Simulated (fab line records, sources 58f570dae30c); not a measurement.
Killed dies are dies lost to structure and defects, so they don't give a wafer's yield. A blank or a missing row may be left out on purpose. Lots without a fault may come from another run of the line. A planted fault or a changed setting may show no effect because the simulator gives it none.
One fault seen from 2 desks | flow berkeley_cmos170 | each desk has only its own numbers; what lay behind them comes last

THE METROLOGY DESK
What the gauges read, lot by lot, whatever tool the lot ran on: means of the sampled wafers that have a number. A lot is out of limits, marked OUT, if its mean lies more than 4 standard deviations from the usual mean; the brackets give that distance.
Columns: A = INCOMING_BOW at UCB170_START_BOW_MEAS_00, usual 0 um; B = PWELL_TW at UCB170_PWELL_TW_MEAS_17, usual 378.4; C = SACOX_OXIDE_THK at UCB170_SACOX_THK_MEAS_02, usual 14.41 nm; D = NSD_TW at UCB170_NSD_TW_MEAS_10, usual 4221; E = NSD_RS at UCB170_SDANNEAL_RS_MEAS_03, usual 37.29 ohm/sq
lot  | first seen here | A  | B     | C     | D               | E
L501 | day 1 10:00     | -3 | 380.9 | 14.43 | 4305            | 37.34
L502 | day 1 15:02     | -3 | 377.0 | 14.63 | 4149            | 37.33
L503 | day 1 20:01     | 0  | 377.3 | 14.06 | 4200            | 37.21
L504 | day 2 01:00     | -4 | 381.7 | 14.63 | 4196            | 37.33
L505 | day 2 06:00     | -6 | 380.3 | 14.66 | 4194            | 37.13
L506 | day 2 11:00     | -4 | 381.4 | 14.33 | 4202            | 37.28
L508 | day 2 21:01     | 3  | 379.6 | 14.25 | 4569 (+6.2) OUT | 35.14 (-24) OUT
L510 | day 3 07:01     | -1 | 381.8 | 14.44 | 4463 (+4.3) OUT | 35.16 (-23) OUT
L512 | day 3 17:02     | 3  | 381.3 | 14.53 | 4388            | 35.28 (-22) OUT
L516 | day 4 13:00     | -9 | 378.7 | 13.84 | 4137            | 37.31
L517 | day 4 18:02     | -5 | 374.4 | 14.15 | 4214            | 37.38
L518 | day 4 23:00     | 4  | 378.3 | 14.78 | 4148            | 37.33
L520 | day 5 09:00     | 2  | 380.4 | 14.27 | 4267            | 37.40
L521 | day 5 14:00     | 3  | 376.9 | 14.56 | 4224            | 37.24
L522 | day 5 19:02     | -2 | 376.8 | 14.46 | 4250            | 37.26
This desk's finding: out of limits on L508, L510, L512; first on L508, day 8 21:46 (NSD_TW at UCB170_NSD_TW_MEAS_10). In limits: L501, L502, L503, L504, L505, L506, L516, L517, L518, L520, L521, L522.

THE TOOL OWNER'S DESK: implanter-01
The tool's own readings at UCB170_NSD_IMPLANT_08: means of the sampled wafers that have a number, for each lot that ran on this tool. A lot is out of limits, marked OUT, if its mean lies more than 4 standard deviations from the usual mean; the brackets give that distance.
Columns: A = beam_energy_keV at UCB170_NSD_IMPLANT_08, usual 40.000
lot  | first seen here | A
L502 | day 7 16:07     | 39.986
L505 | day 8 14:59     | 40.006
L508 | day 8 21:31     | 48.804 (+99 or more) OUT
L512 | day 9 11:05     | 48.797 (+99 or more) OUT
L510 | day 9 11:17     | 48.805 (+99 or more) OUT
This desk's finding: out of limits on L508, L510, L512; first on L508, day 8 21:31 (beam_energy_keV at UCB170_NSD_IMPLANT_08). In limits: L502, L505.

PUT TOGETHER
The tool owner's desk could have raised an alarm at day 8 21:31, on L508, L510, L512.
The metrology desk could have raised an alarm at day 8 21:46, on L508, L510, L512.
Of the lots named, all ran UCB170_NSD_IMPLANT_08 on implanter-01.

WHAT THE SIMULATOR HAD PUT IN
Process parameter drift: implanter-01, from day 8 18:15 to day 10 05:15, at UCB170_NSD_IMPLANT_08. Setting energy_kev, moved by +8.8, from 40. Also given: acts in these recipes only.
Lots struck among those shown: L508, L510, L512.
Hours from the fault's start to each desk's first reading out of limits: the tool owner's desk, 3; the metrology desk, 4.
